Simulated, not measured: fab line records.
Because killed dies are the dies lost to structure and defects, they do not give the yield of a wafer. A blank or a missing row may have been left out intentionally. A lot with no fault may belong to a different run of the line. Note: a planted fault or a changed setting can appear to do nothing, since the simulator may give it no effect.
Problem report, 8D (eight disciplines) form, completed by code | flow berkeley-cmos170 | the parts of the form that need people (team, actions taken, sign-off) are left out

== 1. PROBLEM STATEMENT ==
oes-product-au at UCB170_CONTACT_ETCH_17 reads a mean of 0.862 a.u. on 9 wafers of 3 lots; wafers without a fault read 1.004 a.u. with a standard deviation of 0.016. Measured from the usual mean, that is -8.8 standard deviations.
The step: etches BARC in N2/H2.
First seen on wafer L381.1, day 10 06:44, on rie-diel-01. The record has a number at this step for 45 wafers belonging to 15 lots. The rule behind "out" and "out of limits": a value lying over 4 standard deviations away from the usual mean. All remaining wafers that have a number are taken as sound.

== 2. WHAT THIS IS AND IS NOT ==
question                    | is                     | is not
which readings at this step | oes-product-au         | throttle-valve-pct
which lots                  | L381, L382, L383       | L372, L373, L374, L375, L376, L379, L385, L388, L390, L391, L392, L393
which wafers of those lots  | all that have a number | -
read on which tools         | rie-diel-01            | rie-diel-02, rie-diel-03
when                        | from day 10 06:44      | up to then (18 sound wafers); but 18 sound wafers of L385, L388, L390, L391, L392, L393 came after

== 3. THE SUSPECTS, EACH WITH WHAT RULES IT OUT ==
Counting: any tool at a process step up to the reading is kept as a suspect provided that every lot that is out went through it and no sound lot did after the first of them.
- rie-diel-01 at UCB170_CONTACT_ETCH_17 (etches BARC in N2/H2): kept. Every lot that is out went through it, starting with L381 (day 10 06:44), and after that it ran no sound lot; the last sound lot it ran before then is L376 (day 9 13:10). On those wafers its own readings are out: oes-product-au.
Left after counting: rie-diel-01 at UCB170_CONTACT_ETCH_17.

== 4. THE CAUSE (what the simulator had put in) ==
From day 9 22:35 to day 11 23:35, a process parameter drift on rie-diel-01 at UCB170_CONTACT_ETCH_17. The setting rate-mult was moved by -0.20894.
After counting, this tool was the only one left.

== 5. THE EFFECT CHAIN, in route order ==
Each row: a reading where the mean over the struck wafers with a number is more than 3 standard deviations away from the usual. Only readings for which the record gives a usual standard deviation are gone through. hours: the time from each lot's start at the first step in this table that gives one to its start at this step, as a median over the lots. sigmas: the change in usual standard deviations.
hours | step                   | reading        | usual      | on struck wafers | change | sigmas
0     | UCB170_CONTACT_ETCH_17 | oes-product-au | 1.004 a.u. | 0.862            | -0.142 | -8.8
It contains these process steps:
- UCB170_CONTACT_ETCH_17: etches BARC in N2/H2.

== 6. WHAT WOULD HAVE CAUGHT IT SOONER ==
The fault began at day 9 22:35; the first out-of-limits reading in this record came at day 10 06:44, 8 hours later.
